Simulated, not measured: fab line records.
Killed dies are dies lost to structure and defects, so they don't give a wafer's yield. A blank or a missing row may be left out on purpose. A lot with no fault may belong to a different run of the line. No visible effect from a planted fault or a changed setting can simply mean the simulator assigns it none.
A struck lot beside a sound one :: flow rit-cmos :: 21 out of 202 route steps
Sound: these wafers, L779.1, L779.3, L779.4. Wafers struck: L783.2, L783.4, L783.5. The cause is named last.
For every step that has rows: the tool of each side, followed by ch and its chambers, followed by its first start. Under that, the readings that differ: sound wafers :: struck wafers :: difference of the means :: sigmas: that difference in standard deviations of wafers without a fault.
alike: a reading whose means differ by less than 2 such deviations, as well as words and numbers matching on both sides. not compared: withheld readings; readings where some wafer has no value; bounds like >300 that might hide an equal value; numbers whose values overlap and for which the record gives no deviation.
The two part at a step that has a row with sigmas, a row that says differs or no value, or rows on one side only. When numbers do not overlap yet have no deviation, they are printed without sigmas and do not part them. A reading missing from all wafers of one side parts the sides only when that side holds two or more wafers.

first, 4 steps without rows for these wafers: RIT_NSD_SOFTBAKE_02 (time 60 s); RIT_NSD_EXPOSE_03 (exposes mask M9, target cd 40700 nm); RIT_NSD_PEB_04; RIT_NSD_DEVELOP_05 (develop time 50 s).
RIT_NSD_OVL_MEAS_06:
  sound: overlay-01 at day 3 03:04; struck: overlay-01 at day 3 22:41
  alike: NSD_OVL
then, 2 steps without rows for these wafers: RIT_NSD_HARDBAKE_07 (time 60 s); RIT_NSD_IMPLANT_08.
RIT_NSD_STRIP_09: strips in O2, time 180 s.
  sound on plasma-asher-01 ch 0,1, day 3 03:24; struck on plasma-asher-02 ch 0,1, day 3 23:01
  alike: drypump-motor-current-A, rf-refl-power-W
  not compared: rf-hours-counter-h
RIT_NSD_TW_MEAS_10:
  sound: film-metro-02 at day 3 03:35; struck: film-metro-02 at day 3 23:12
  alike: NSD_TW
then, 3 steps without rows for these wafers: RIT_PSD_HMDS_00 (prime time 60 s); RIT_PSD_COAT_01 (resist thk 1000 nm); RIT_PSD_SOFTBAKE_02 (time 60 s).
RIT_PSD_EXPOSE_03: exposes mask M10, target cd 40900 nm.
  sound on iline-stepper-01 ch 0, day 3 04:13; struck on iline-stepper-02 ch 0, day 3 23:43
reading: mask
sound: M10#0 M10#0 M10#0
struck: M9#0 M9#0 M9#0
difference: differs
sigmas: 
then, 2 steps without rows for these wafers: RIT_PSD_PEB_04; RIT_PSD_DEVELOP_05 (develop time 50 s).
RIT_PSD_OVL_MEAS_06:
  sound: overlay-02 at day 3 04:37; struck: overlay-02 at day 4 00:07
reading: PSD_OVL (nm)
sound: -1.3 -1.7 0.0
struck: - - -
difference: no value on the struck wafers
sigmas: 
then, 2 steps without rows for these wafers: RIT_PSD_HARDBAKE_07 (time 60 s); RIT_PSD_IMPLANT_08.
RIT_PSD_STRIP_09: strips in O2, time 180 s.
  sound on plasma-asher-01 ch 0,1, day 3 04:57; struck on plasma-asher-03 ch 0,1, day 4 00:26
  alike: drypump-motor-current-A, rf-refl-power-W
  not compared: rf-hours-counter-h
RIT_PSD_TW_MEAS_10:
  sound: film-metro-01 at day 3 05:07; struck: film-metro-02 at day 4 00:37
reading: PSD_TW
sound: 3414 3441 3440
struck: 30 30 31
difference: -3401
sigmas: -99 or more
then, 1 step without rows for these wafers: RIT_SDANNEAL_CLEAN_00 (cleans in SC1, time 600 s).

== WHERE THEY PART ==
Earliest at RIT_PSD_EXPOSE_03; latest, in this record, at RIT_PSD_TW_MEAS_10.

WHY: whatever the simulator had introduced
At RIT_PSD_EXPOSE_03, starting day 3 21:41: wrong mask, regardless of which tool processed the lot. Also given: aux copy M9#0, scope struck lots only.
